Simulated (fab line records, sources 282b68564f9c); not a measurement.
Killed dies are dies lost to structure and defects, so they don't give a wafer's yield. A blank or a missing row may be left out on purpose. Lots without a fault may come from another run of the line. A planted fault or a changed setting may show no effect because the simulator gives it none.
A struck lot beside a sound one | flow rit_cmos | 44 steps out of a route of 202
Sound: wafers L740.3, L740.5, L740.6. Struck: wafers L749.2, L749.3, L749.6. The cause comes at the end.
At each step with rows: each side's tool, then ch and its chambers, then its first start. Under that, the readings that differ: sound wafers | struck wafers | difference of the means | sigmas: that difference in standard deviations of wafers without a fault.
alike: readings whose means differ by less than 2 such deviations, and words and numbers that are the same on both sides. not compared: withheld readings, readings that some wafer has no value for, bounds like >300 that may hide the same value, and numbers for which the record gives no deviation and whose values overlap.
The two part at a step that has a row with sigmas, a row that says differs or no value, or rows on one side only. Numbers that don't overlap but have no deviation are shown without sigmas and don't part them. A reading that every wafer of one side lacks parts them only if that side has two wafers or more.

first, 2 steps without rows for these wafers: RIT_NWELL_HARDBAKE_07 (time 120 s); RIT_NWELL_IMPLANT_08.
RIT_NWELL_STRIP_09: strips in O2, time 180 s.
  sound on plasma_asher-02 ch 0,1, day 3 08:48; struck on plasma_asher-04 ch 0,1, day 5 01:51
  alike: drypump_motor_current_A
  not compared: rf_hours_counter_h
RIT_NWELL_TW_MEAS_10:
  sound on film_metro-01, day 3 08:56; struck on film_metro-03, day 5 02:02
  alike: NWELL_TW
then, 6 steps without rows for these wafers: RIT_PWELL_HMDS_00 (prime time 60 s); RIT_PWELL_COAT_01 (resist thk 1300 nm); RIT_PWELL_SOFTBAKE_02 (time 60 s); RIT_PWELL_EXPOSE_03 (exposes mask M3, target cd 43700 nm); RIT_PWELL_PEB_04; RIT_PWELL_DEVELOP_05 (develop time 68 s).
RIT_PWELL_OVL_MEAS_06:
  sound on overlay-01, day 3 09:59; struck on overlay-02, day 5 02:58
  alike: PWELL_OVL
then, 1 step without rows for these wafers: RIT_PWELL_HARDBAKE_07 (time 120 s).
RIT_PWELL_IMPLANT_08:
  sound on implanter-03 ch 0, day 3 10:19; struck on implanter-01 ch 0, day 5 03:29
  reading                   | sound                | struck               | difference | sigmas
  beam_energy_keV           | 169.91 170.03 170.00 | 139.41 139.40 139.45 | -30.56     | -99 or more
  model.implant.rp_nm (nm)  | 483.1 483.1 483.1    | 408.5 408.5 408.5    | -74.6      |
  model.implant.drp_nm (nm) | 102.9 102.9 102.9    | 95.32 95.32 95.32    | -7.58      |
RIT_PWELL_STRIP_09: strips in O2, time 180 s.
  sound on plasma_asher-02 ch 0,1, day 3 10:28; struck on plasma_asher-03 ch 0, day 5 03:36
  alike: drypump_motor_current_A
  not compared: rf_hours_counter_h
RIT_PWELL_TW_MEAS_10:
  sound on film_metro-01, day 3 10:37; struck on film_metro-02, day 5 03:47
  alike: PWELL_TW
then, 1 step without rows for these wafers: RIT_WELLDRIVE_ANNEAL_00 (time 14700 s).
RIT_WELLDRIVE_RS_MEAS_01: measures by four-point-probe.
  sound on film_metro-03, day 3 16:05; struck on film_metro-03, day 5 09:04
  alike: NWELL_RS
RIT_WELLDRIVE_RS_MEAS_02: measures by four-point-probe.
  sound on film_metro-03, day 3 16:13; struck on film_metro-03, day 5 09:11
  reading           | sound             | struck            | difference | sigmas
  PWELL_RS (ohm/sq) | 429.1 429.8 430.9 | 436.7 438.1 437.2 | +7.4       | +7
then, 6 steps without rows for these wafers: RIT_NRETRO_HMDS_00 (prime time 60 s); RIT_NRETRO_COAT_01 (resist thk 1300 nm); RIT_NRETRO_SOFTBAKE_02 (time 60 s); RIT_NRETRO_EXPOSE_03 (exposes mask M4, target cd 43900 nm); RIT_NRETRO_PEB_04; RIT_NRETRO_DEVELOP_05 (develop time 68 s).
RIT_NRETRO_OVL_MEAS_06:
  sound on overlay-01, day 3 17:11; struck on overlay-01, day 5 10:10
  alike: NRETRO_OVL
then, 2 steps without rows for these wafers: RIT_NRETRO_HARDBAKE_07 (time 120 s); RIT_NRETRO_IMPLANT_08.
RIT_NRETRO_STRIP_09: strips in O2, time 180 s.
  sound on plasma_asher-02 ch 0,1, day 3 17:40; struck on plasma_asher-03 ch 0,1, day 5 10:36
  alike: drypump_motor_current_A
  not compared: rf_hours_counter_h
RIT_NRETRO_TW_MEAS_10:
  sound on film_metro-04, day 3 17:49; struck on film_metro-04, day 5 10:47
  alike: NRETRO_TW
then, 6 steps without rows for these wafers: RIT_PRETRO_HMDS_00 (prime time 60 s); RIT_PRETRO_COAT_01 (resist thk 1300 nm); RIT_PRETRO_SOFTBAKE_02 (time 60 s); RIT_PRETRO_EXPOSE_03 (exposes mask M5, target cd 43700 nm); RIT_PRETRO_PEB_04; RIT_PRETRO_DEVELOP_05 (develop time 68 s).
RIT_PRETRO_OVL_MEAS_06:
  sound on overlay-01, day 3 18:44; struck on overlay-01, day 5 11:50
  alike: PRETRO_OVL
then, 2 steps without rows for these wafers: RIT_PRETRO_HARDBAKE_07 (time 120 s); RIT_PRETRO_IMPLANT_08.
RIT_PRETRO_STRIP_09: strips in O2, time 180 s.
  sound on plasma_asher-01 ch 0,1, day 3 19:13; struck on plasma_asher-04 ch 0,1, day 5 12:16
  alike: drypump_motor_current_A
  not compared: rf_hours_counter_h
RIT_PRETRO_TW_MEAS_10:
  sound on film_metro-04, day 3 19:22; struck on film_metro-03, day 5 12:28
  reading   | sound       | struck      | difference | sigmas
  PRETRO_TW | 469 468 470 | 480 477 481 | +10        | +2
then, 2 steps without rows for these wafers: RIT_GATE_WET_ETCH_00 (etches SiO2 in BOE, target depth 56 nm, time 60 s); RIT_GATE_CLEAN_01 (cleans in SC1, time 600 s).
RIT_M1_METAL_ETCH_12: etches Al in Cl2/BCl3, stops on SiO2, time 165 s, target depth 600 nm.
  sound on rie_metal-02 ch 0,1, day 4 21:40; struck on rie_metal-02 ch 0,1, day 6 18:56
  reading             | sound          | struck         | difference | sigmas
  model.M1.cd_nm (nm) | 2603 2605 2603 | 2617 2618 2619 | +14        |
  alike: drypump_motor_current_A, oes_product_au, throttle_valve_pct
  not compared: rf_hours_counter_h
RIT_M1_PROBE_99:
  sound on prober-02, day 4 23:58; struck on prober-02, day 6 21:17
  reading                             | sound             | struck            | difference | sigmas
  killed_at_M0_to_M3                  | 0 0 0             | 0 0 1             | +0         | +2
  model.etest.nmos_0p3.r_on_ohm_um    | 2180 2172 2145    | 2228 2233 2213    | +59        |
  model.etest.pwell.rs_ohm_sq         | 407.9 418.7 415.7 | 433.6 436.7 434.1 | +20.7      |
  model.etest.pwell_pinched.rs_ohm_sq | 448.8 460.4 454.6 | 474 480.2 472.1   | +21        |
  model.etest.nmos_0p3.drive_ua_um    | 228 225.4 225.8   | 218.6 222.3 220   | -6.1       |
  model.etest.m1.width_nm (nm)        | 2602 2604 2602    | 2616 2613 2616    | +12        |
  model.etest.nmos_0p3.bv_v (V)       | 5.421 5.4 5.417   | 5.385 5.376 5.393 | -0.028     |
  alike: killed_at_contacts, killed_at_front_end, killed_dies, killed_open, killed_short
  not compared: model.etest.nmos_narrow.drive_ua_um, model.etest.diode_nplus_pwell.bv_v

WHERE THEY PART
First at RIT_PWELL_IMPLANT_08; last, within this record, at RIT_M1_PROBE_99.

WHY: what the simulator had put in
Process parameter drift: implanter-01, from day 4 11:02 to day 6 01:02, at RIT_PWELL_IMPLANT_08. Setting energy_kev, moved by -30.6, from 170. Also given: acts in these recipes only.
